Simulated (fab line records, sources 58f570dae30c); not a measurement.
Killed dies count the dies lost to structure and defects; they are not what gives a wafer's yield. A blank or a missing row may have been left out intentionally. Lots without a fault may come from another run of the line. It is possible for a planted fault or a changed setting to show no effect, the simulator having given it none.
The same fault as seen by 2 desks -- flow berkeley_cmos170 -- each desk has only its own numbers; what lay behind them comes last

## THE METROLOGY DESK
What the gauges read, lot by lot, whatever tool the lot ran on: means of the sampled wafers that have a number. Marked OUT: a lot whose mean sits more than 4 standard deviations from the usual mean, which makes it out of limits; the brackets give that distance.
Columns: A = cd_nm at UCB170_M1_CD_MEAS_09, usual 699.7 nm; B = V2_TEOS_THK at UCB170_V2_THK_MEAS_01, usual 1997 nm
lot,first seen here,A,B
L826,day 6 16:48,701.1,2002
L828,day 7 04:28,700.5,2012
L827,day 7 05:12,701.1,1976
L829,day 7 16:44,700.7,2003
L830,day 8 04:19,699.7,1961
L831,day 8 04:35,701.8,1997
L832,day 8 05:31,699.8,2012
L834,day 9 04:01,698.5,1996
L835,day 9 14:05,699.7,1865 (-5.7) OUT
L838,day 9 15:53,701.1,1913
L839,day 10 03:46,698.1,1932
L844,day 10 20:35,698.8,1996
L846,day 11 06:39,698.3,2017
L847,day 11 19:23,698.5,2012
L848,day 11 22:12,699.8,2000
Finding of this desk: L835 out of limits, first seen on L835 at day 10 02:26 (V2_TEOS_THK at UCB170_V2_THK_MEAS_01). Within limits: L826, L828, L827, L829, L830, L831, L832, L834, L838, L839, L844, L846, L847, L848.

## DESK OF THE TOOL OWNER: pecvd-04
The tool's own readings at UCB170_V2_CVD_00 (deposits SiO2 from TEOS/O2, target thk 2000 nm, time 250 s): means of the sampled wafers that have a number, for each lot that ran on this tool. Marked OUT: a lot whose mean sits more than 4 standard deviations from the usual mean, which makes it out of limits; the brackets give that distance.
Columns: A = heater_power_w at UCB170_V2_CVD_00, usual 246 W; B = pressure_mtorr at UCB170_V2_CVD_00, usual 8999 mTorr; C = rf_fwd_power_W at UCB170_V2_CVD_00, usual 547.9 W; D = run_length_s at UCB170_V2_CVD_00, usual 277.9 s
lot,first seen here,A,B,C,D
L826,day 7 03:14,281,8996,548.6,278.8
L832,day 8 16:14,254,8985,547.5,277.5
L834,day 9 15:44,276,8990,547.8,278.1
L838,day 10 01:13,240,9006,545.5,268.4 (-13) OUT
L835,day 10 02:16,280,9018,547.2,260.0 (-25) OUT
L839,day 10 13:55,257,9000,547.2,268.7 (-13) OUT
This desk's verdict: out of limits on L835, L838, L839, starting with L838 at day 10 01:13 (run_length_s at UCB170_V2_CVD_00). Within limits: L826, L832, L834.

## ALL TOGETHER
At day 10 01:13, on L835, L838, L839, the tool owner's desk was in a position to raise an alarm.
At day 10 02:26 the metrology desk could have sounded an alarm, on L835.
The metrology desk holds a record of L838, L839, inside its limits.
On pecvd-04, each named lot ran UCB170_V2_CVD_00.

## WHAT HAD BEEN PUT IN BY THE SIMULATOR
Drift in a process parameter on pecvd-04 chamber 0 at UCB170_V2_CVD_00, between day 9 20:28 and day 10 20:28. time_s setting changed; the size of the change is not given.
Shown lots that were struck: L835, L838, L839.
Counting hours from when the fault started, the first reading out of limits came at 5 for the tool owner's desk and at 6 for the metrology desk.
